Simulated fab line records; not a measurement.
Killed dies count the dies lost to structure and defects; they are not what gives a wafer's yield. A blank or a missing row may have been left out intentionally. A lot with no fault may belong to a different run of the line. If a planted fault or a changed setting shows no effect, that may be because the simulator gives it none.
Lot-split experiment    flow berkeley_cmos170    5 lots, 23 wafers read, on a route of 331 steps

## THE SPLIT
At UCB170_SILICIDE_SPUTTER_01 (material Ti, target thk 30 nm, time 25 s), the setting chamber_pressure_pa was moved away from the recipe's 0.5 Pa on 10 of the 23 wafers read, by -14.3% to +10.6%. This setting was run at the recipe's value on the other wafers.

The reading comes from the split's own step.

## THE READING
Ti_of_SILICIDE_SPUTTER_01.thk_nm (the simulator's own value, which no gauge read), in nm, at UCB170_SILICIDE_SPUTTER_01 (material Ti, target thk 30 nm, time 25 s). The file does not state a usual value for it. The 13 wafers here that ran the recipe average 30.08 nm, standard deviation 0.23 nm.

wafer   tool, chamber at the split  chamber_pressure_pa as run, Pa  against the recipe  Ti_of_SILICIDE_SPUTTER_01.thk_nm, nm  against lot-mates on the recipe
L074.2  pvd_sputter-04, -           0.4285                          -14.3%              31.15                                 no lot-mate on the recipe
L074.3  pvd_sputter-04, -           0.4285                          -14.3%              31.28                                 no lot-mate on the recipe
L074.4  pvd_sputter-04, -           0.4285                          -14.3%              31.11                                 no lot-mate on the recipe
L074.5  pvd_sputter-04, -           0.4285                          -14.3%              31.5                                  no lot-mate on the recipe
L074.6  pvd_sputter-04, -           0.4285                          -14.3%              31.09                                 no lot-mate on the recipe
L077.1  pvd_sputter-04, -           0.5                             recipe              30.39                                 -
L077.3  pvd_sputter-04, -           0.5                             recipe              29.91                                 -
L077.4  pvd_sputter-04, -           0.5                             recipe              30.04                                 -
L077.5  pvd_sputter-04, -           0.5                             recipe              29.94                                 -
L077.6  pvd_sputter-04, -           0.5                             recipe              30.54                                 -
L078.1  pvd_sputter-03, -           0.5                             recipe              30.01                                 -
L078.2  pvd_sputter-03, -           0.5                             recipe              29.7                                  -
L078.3  pvd_sputter-03, -           0.5                             recipe              30.28                                 -
L078.4  pvd_sputter-03, -           0.5                             recipe              29.97                                 -
L078.6  pvd_sputter-03, -           0.5                             recipe              29.97                                 -
L082.1  pvd_sputter-04, -           0.5                             recipe              30.01                                 -
L082.3  pvd_sputter-04, -           0.5                             recipe              30.35                                 -
L082.4  pvd_sputter-04, -           0.5                             recipe              29.89                                 -
L083.1  pvd_sputter-03, -           0.5528                          +10.6%              29.38                                 no lot-mate on the recipe
L083.2  pvd_sputter-03, -           0.5528                          +10.6%              29.81                                 no lot-mate on the recipe
L083.3  pvd_sputter-03, -           0.5528                          +10.6%              29.17                                 no lot-mate on the recipe
L083.5  pvd_sputter-03, -           0.5528                          +10.6%              29.28                                 no lot-mate on the recipe
L083.6  pvd_sputter-03, -           0.5528                          +10.6%              29.01                                 no lot-mate on the recipe

THE FIT
A straight line over all 23 wafers: Ti_of_SILICIDE_SPUTTER_01.thk_nm changes by -0.0767 nm for each +1% of chamber_pressure_pa; r = -0.94; the points scatter about the line by 0.24 nm.
Too few moved wafers have a lot-mate on the recipe to fit a line with each lot's own level taken away.

## THE FILE'S OWN FIT
Ti_of_SILICIDE_SPUTTER_01.thk_nm changes by -0.0767 nm for each +1% of chamber_pressure_pa, r = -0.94.
